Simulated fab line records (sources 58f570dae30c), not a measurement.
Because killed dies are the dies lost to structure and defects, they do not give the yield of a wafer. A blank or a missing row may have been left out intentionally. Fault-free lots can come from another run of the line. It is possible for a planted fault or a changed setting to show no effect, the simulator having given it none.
The tool behind it: which one? || flow berkeleyCmos170 || Sampling: 15 lots, 45 wafers, 2 of 331 route steps

## WHAT EACH GAUGE READ, for each wafer
UCB170_V2_THK_MEAS_04. Usual: for V2_POLISHED_THK the level is 999.9 nm and the standard deviation is 1.3.
{"lot": "L676", "measured": "day 8 01:37", "on": "filmMetro-03", "V2_POLISHED_THK (nm)": "1000.8 1000.4 1000.9", "flag": ""}
{"lot": "L674", "measured": "day 8 01:53", "on": "filmMetro-04", "V2_POLISHED_THK (nm)": "1004.1 1001.7 1000.6", "flag": ""}
{"lot": "L685", "measured": "day 9 18:23", "on": "filmMetro-03", "V2_POLISHED_THK (nm)": "1000.3 1001.6 999.8", "flag": ""}
{"lot": "L683", "measured": "day 9 18:26", "on": "filmMetro-04", "V2_POLISHED_THK (nm)": "1986.4 2024.6 2018.0", "flag": "OFF"}
{"lot": "L684", "measured": "day 9 18:41", "on": "filmMetro-02", "V2_POLISHED_THK (nm)": "1995.6 1979.0 2018.7", "flag": "OFF"}
{"lot": "L682", "measured": "day 9 18:43", "on": "filmMetro-03", "V2_POLISHED_THK (nm)": "2013.6 2008.0 2011.8", "flag": "OFF"}
{"lot": "L686", "measured": "day 9 18:59", "on": "filmMetro-04", "V2_POLISHED_THK (nm)": "1001.0 1001.9 998.7", "flag": ""}
{"lot": "L687", "measured": "day 10 14:58", "on": "filmMetro-02", "V2_POLISHED_THK (nm)": "999.4 998.4 1001.6", "flag": ""}
{"lot": "L691", "measured": "day 10 20:09", "on": "filmMetro-04", "V2_POLISHED_THK (nm)": "998.1 1001.9 999.3", "flag": ""}
{"lot": "L693", "measured": "day 11 01:00", "on": "filmMetro-03", "V2_POLISHED_THK (nm)": "1000.3 1001.2 998.2", "flag": ""}
{"lot": "L694", "measured": "day 11 03:35", "on": "filmMetro-04", "V2_POLISHED_THK (nm)": "998.0 1000.1 999.4", "flag": ""}
{"lot": "L692", "measured": "day 11 07:35", "on": "filmMetro-03", "V2_POLISHED_THK (nm)": "998.5 999.8 1001.3", "flag": ""}
{"lot": "L695", "measured": "day 11 21:43", "on": "filmMetro-04", "V2_POLISHED_THK (nm)": "1002.0 1002.5 1000.3", "flag": ""}
{"lot": "L697", "measured": "day 12 03:31", "on": "filmMetro-02", "V2_POLISHED_THK (nm)": "998.1 1000.8 1001.7", "flag": ""}
{"lot": "L696", "measured": "day 12 04:06", "on": "filmMetro-02", "V2_POLISHED_THK (nm)": "1001.4 1002.4 1001.4", "flag": ""}

## TOOL THAT RAN EACH LOT (tool first, then ch and the chambers of the sampled wafers, then the start)
{"lot": "L676", "UCB170_V2_CMP_02": "cmp-02 ch 1,2,3, day 8 01:12"}
{"lot": "L674", "UCB170_V2_CMP_02": "cmp-01 ch 1,3, day 8 01:28"}
{"lot": "L685", "UCB170_V2_CMP_02": "cmp-01 ch 1,3, day 9 18:01"}
{"lot": "L683", "UCB170_V2_CMP_02": "cmp-02 ch 1,3, day 9 18:03"}
{"lot": "L684", "UCB170_V2_CMP_02": "cmp-01 ch 1,2, day 9 18:16"}
{"lot": "L682", "UCB170_V2_CMP_02": "cmp-02 ch 1,3, day 9 18:21"}
{"lot": "L686", "UCB170_V2_CMP_02": "cmp-01 ch 0,1,3, day 9 18:34"}
{"lot": "L687", "UCB170_V2_CMP_02": "cmp-01 ch 0,1,3, day 10 14:33"}
{"lot": "L691", "UCB170_V2_CMP_02": "cmp-01 ch 1,2, day 10 19:43"}
{"lot": "L693", "UCB170_V2_CMP_02": "cmp-01 ch 0,2,3, day 11 00:41"}
{"lot": "L694", "UCB170_V2_CMP_02": "cmp-01 ch 1,2,3, day 11 03:15"}
{"lot": "L692", "UCB170_V2_CMP_02": "cmp-01 ch 1,2,3, day 11 07:16"}
{"lot": "L695", "UCB170_V2_CMP_02": "cmp-01 ch 0,1,3, day 11 21:18"}
{"lot": "L697", "UCB170_V2_CMP_02": "cmp-01 ch 0,1,3, day 12 03:11"}
{"lot": "L696", "UCB170_V2_CMP_02": "cmp-01 ch 1,2, day 12 03:44"}
- UCB170_V2_CMP_02: polishes SiO2.

## AS READ BY THE TOOLS THEMSELVES (means over the sampled wafers that have a number; for cases with no such wafer, the mark the record gives instead)
UCB170_V2_CMP_02. Usual: edgeZonePressureFrac 0.999, standard deviation 0.0051; headPressurePsi 6.000 psi, standard deviation 0.013; motorCurrentA 16.8 A, standard deviation 1.8.
{"lot": "L676", "tool": "cmp-02", "edgeZonePressureFrac": 1.004, "headPressurePsi (psi)": 5.998, "motorCurrentA (A)": 16.9, "flag": ""}
{"lot": "L674", "tool": "cmp-01", "edgeZonePressureFrac": 1.005, "headPressurePsi (psi)": 6.002, "motorCurrentA (A)": 17.8, "flag": ""}
{"lot": "L685", "tool": "cmp-01", "edgeZonePressureFrac": 1.000, "headPressurePsi (psi)": 6.001, "motorCurrentA (A)": 17.2, "flag": ""}
{"lot": "L683", "tool": "cmp-02", "edgeZonePressureFrac": "-", "headPressurePsi (psi)": "-", "motorCurrentA (A)": "-", "flag": "OFF"}
{"lot": "L684", "tool": "cmp-01", "edgeZonePressureFrac": "-", "headPressurePsi (psi)": "-", "motorCurrentA (A)": "-", "flag": "OFF"}
{"lot": "L682", "tool": "cmp-02", "edgeZonePressureFrac": "-", "headPressurePsi (psi)": "-", "motorCurrentA (A)": "-", "flag": "OFF"}
{"lot": "L686", "tool": "cmp-01", "edgeZonePressureFrac": 0.998, "headPressurePsi (psi)": 6.015, "motorCurrentA (A)": 16.5, "flag": ""}
{"lot": "L687", "tool": "cmp-01", "edgeZonePressureFrac": 0.997, "headPressurePsi (psi)": 6.001, "motorCurrentA (A)": 16.2, "flag": ""}
{"lot": "L691", "tool": "cmp-01", "edgeZonePressureFrac": 1.000, "headPressurePsi (psi)": 5.998, "motorCurrentA (A)": 15.0, "flag": ""}
{"lot": "L693", "tool": "cmp-01", "edgeZonePressureFrac": 0.999, "headPressurePsi (psi)": 6.001, "motorCurrentA (A)": 17.8, "flag": ""}
{"lot": "L694", "tool": "cmp-01", "edgeZonePressureFrac": 0.998, "headPressurePsi (psi)": 6.013, "motorCurrentA (A)": 16.4, "flag": ""}
{"lot": "L692", "tool": "cmp-01", "edgeZonePressureFrac": 0.996, "headPressurePsi (psi)": 6.001, "motorCurrentA (A)": 17.0, "flag": ""}
{"lot": "L695", "tool": "cmp-01", "edgeZonePressureFrac": 0.996, "headPressurePsi (psi)": 5.996, "motorCurrentA (A)": 16.5, "flag": ""}
{"lot": "L697", "tool": "cmp-01", "edgeZonePressureFrac": 0.997, "headPressurePsi (psi)": 5.997, "motorCurrentA (A)": 16.5, "flag": ""}
{"lot": "L696", "tool": "cmp-01", "edgeZonePressureFrac": 0.999, "headPressurePsi (psi)": 5.987, "motorCurrentA (A)": 16.1, "flag": ""}

## THE ANSWER, worked out from the rows above alone
Rule: lot off if the mean of its wafers having a number is beyond 3 standard deviations from the usual mean. Also off: a lot with no number at a reading for which 4 or more lots have one. All remaining lots with rows at the step are treated as sound. First the gauges in route order, then the tools' own readings, where a lot's mean is used as printed above. At the first step where some lot is off, the reading lying furthest off is the one used; lots without a number count as furthest.
Off: L683, L684, L682, at UCB170_V2_THK_MEAS_04 (V2_POLISHED_THK).
A tool fits if, at a process step before that reading, it ran every lot that is off, and no sound lot after the first of them. Not tried: the gauges at UCB170_V2_THK_MEAS_04; whatever is off there is also off at UCB170_V2_CMP_02, on other tools, and gauge error can't account for it. No candidate that was tried fits.

## WHAT THE SIMULATOR PUT IN
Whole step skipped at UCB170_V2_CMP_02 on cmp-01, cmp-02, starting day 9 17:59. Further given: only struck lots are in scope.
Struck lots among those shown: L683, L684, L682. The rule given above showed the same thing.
